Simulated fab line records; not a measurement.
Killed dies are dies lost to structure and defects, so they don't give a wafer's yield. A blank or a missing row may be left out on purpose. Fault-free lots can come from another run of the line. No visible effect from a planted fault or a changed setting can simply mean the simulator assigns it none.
What tool caused it?	flow rit_cmos	Sampling: 15 lots, 45 wafers, 4 of 202 route steps

## WHAT THE GAUGES SHOWED, per wafer
RIT_NWELL_TW_MEAS_10. Usual: NWELL_TW 2132, standard deviation 17.
lot	measured	on	NWELL_TW	flag
L833	day 1 22:31	film_metro-04	2132 2149 2134	
L834	day 2 02:52	film_metro-02	2101 2103 2099	
L835	day 2 07:55	film_metro-01	2137 2130 2127	
L837	day 2 17:43	film_metro-01	2127 2138 2119	
L839	day 3 10:33	film_metro-01	2143 2146 2135	
L840	day 3 11:37	film_metro-02	2096 2099 2110	
L842	day 3 20:01	film_metro-02	2101 2106 2100	
L843	day 3 23:26	film_metro-04	2147 2143 2142	
L844	day 4 05:08	film_metro-04	2144 2156 2139	
L848	day 5 00:08	film_metro-04	2146 2132 2156	
L850	day 5 10:58	film_metro-01	2135 2148 2129	
L851	day 5 17:26	film_metro-02	2091 2098 2098	
L852	day 5 20:10	film_metro-01	2131 2125 2139	
L853	day 6 00:54	film_metro-04	2137 2132 2143	
L856	day 6 15:49	film_metro-01	2133 2131 2127	

RIT_PRETRO_TW_MEAS_10. Usual: PRETRO_TW 470, standard deviation 4.3.
lot	measured	on	PRETRO_TW	flag
L833	day 2 08:50	film_metro-02	464 467 467	
L834	day 2 13:05	film_metro-01	471 472 470	
L835	day 2 18:09	film_metro-01	468 468 471	
L837	day 3 04:27	film_metro-01	474 476 472	
L839	day 3 21:29	film_metro-01	471 472 471	
L840	day 3 22:38	film_metro-02	462 466 462	
L842	day 4 06:23	film_metro-03	473 472 472	
L843	day 4 09:26	film_metro-03	473 473 471	
L844	day 4 16:51	film_metro-02	465 469 466	
L848	day 5 10:19	film_metro-02	464 460 461	
L850	day 5 21:22	film_metro-02	462 462 463	
L851	day 6 03:36	film_metro-01	468 469 471	
L852	day 6 07:28	film_metro-03	473 472 474	
L853	day 6 11:07	film_metro-03	477 475 475	
L856	day 7 03:11	film_metro-02	464 467 465	

RIT_SPACER_THK_MEAS_04. Usual: SPACER_NITRIDE_THK 254.1 nm, standard deviation 2.1.
lot	measured	on	SPACER_NITRIDE_THK (nm)	flag
L833	day 3 00:56	film_metro-01	251.5 252.8 250.4	
L834	day 3 09:02	film_metro-02	250.6 253.3 252.4	
L835	day 3 17:52	film_metro-03	254.4 252.5 256.6	
L837	day 3 19:42	film_metro-01	254.6 256.0 256.8	
L839	day 4 12:29	film_metro-02	254.4 253.5 253.6	
L840	day 4 16:01	film_metro-03	253.6 252.3 253.8	
L842	day 5 00:03	film_metro-02	251.9 253.2 251.3	
L843	day 5 01:58	film_metro-03	250.4 250.8 252.2	
L844	day 5 08:43	film_metro-03	256.5 258.1 255.8	
L848	day 6 00:52	film_metro-03	254.3 255.5 255.3	
L850	day 6 13:34	film_metro-01	257.0 256.8 258.4	
L851	day 6 17:33	film_metro-03	251.4 249.6 252.4	
L852	day 6 21:25	film_metro-01	255.3 253.8 254.6	
L853	day 7 02:35	film_metro-02	253.4 251.0 249.4	
L856	day 7 17:05	film_metro-01	253.0 251.5 253.8	

## EACH LOT AND THE TOOL THAT RAN IT (in order: tool; ch and the chambers of the sampled wafers; start)
lot	RIT_ACTIVE_PEB_09
L833	litho_track-02 ch 0, day 1 14:35
L834	litho_track-04 ch 0, day 1 19:59
L835	litho_track-03 ch 0, day 2 00:58
L837	litho_track-03 ch 0, day 2 11:01
L839	litho_track-04 ch 0, day 3 03:52
L840	litho_track-03 ch 0, day 3 03:56
L842	litho_track-03, day 3 12:11
L843	litho_track-02, day 3 16:19
L844	litho_track-03, day 3 22:22
L848	litho_track-03 ch 0, day 4 17:22
L850	litho_track-04 ch 0, day 5 03:10
L851	litho_track-03 ch 0, day 5 10:39
L852	litho_track-04 ch 0, day 5 13:10
L853	litho_track-03 ch 0, day 5 18:20
L856	litho_track-02 ch 0, day 6 09:15
- RIT_ACTIVE_PEB_09

## AS READ BY THE TOOLS THEMSELVES (means over the sampled wafers that have a number; for cases with no such wafer, the mark the record gives instead)
RIT_ACTIVE_PEB_09. Usual: 45.0 Pa for exhaust_pa, sd 0.89.
lot	tool	exhaust_pa (Pa)	flag
L833	litho_track-02	44.3	
L834	litho_track-04	45.3	
L835	litho_track-03	45.2	
L837	litho_track-03	44.8	
L839	litho_track-04	45.6	
L840	litho_track-03	44.9	
L842	litho_track-03	-	OFF
L843	litho_track-02	-	OFF
L844	litho_track-03	-	OFF
L848	litho_track-03	45.3	
L850	litho_track-04	44.9	
L851	litho_track-03	44.2	
L852	litho_track-04	44.6	
L853	litho_track-03	45.8	
L856	litho_track-02	45.1	

## THE ANSWER, worked out from the rows above alone
Rule: take the mean of a lot's wafers that have a number; if it is more than 3 standard deviations from the usual mean, the lot is off. A lot without any number at a reading at which 4 lots or more have one is off too. Where the step has rows for the other lots, those lots are counted as sound. First the gauges in route order, then the tools' own readings, where a lot's mean is used as printed above. The first step at which some lot is off is used, and at that step the reading that is off furthest; a lot without a number counts as furthest.
Off at RIT_ACTIVE_PEB_09 (exhaust_pa): L842, L843, L844. Without a number there: L842, L843, L844.
If a tool, at that step or one of the process steps before it, ran each lot that is off and ran no sound lot following the first of them, it fits. No candidate that was tried fits.

## WHAT THE SIMULATOR HAD PUT IN
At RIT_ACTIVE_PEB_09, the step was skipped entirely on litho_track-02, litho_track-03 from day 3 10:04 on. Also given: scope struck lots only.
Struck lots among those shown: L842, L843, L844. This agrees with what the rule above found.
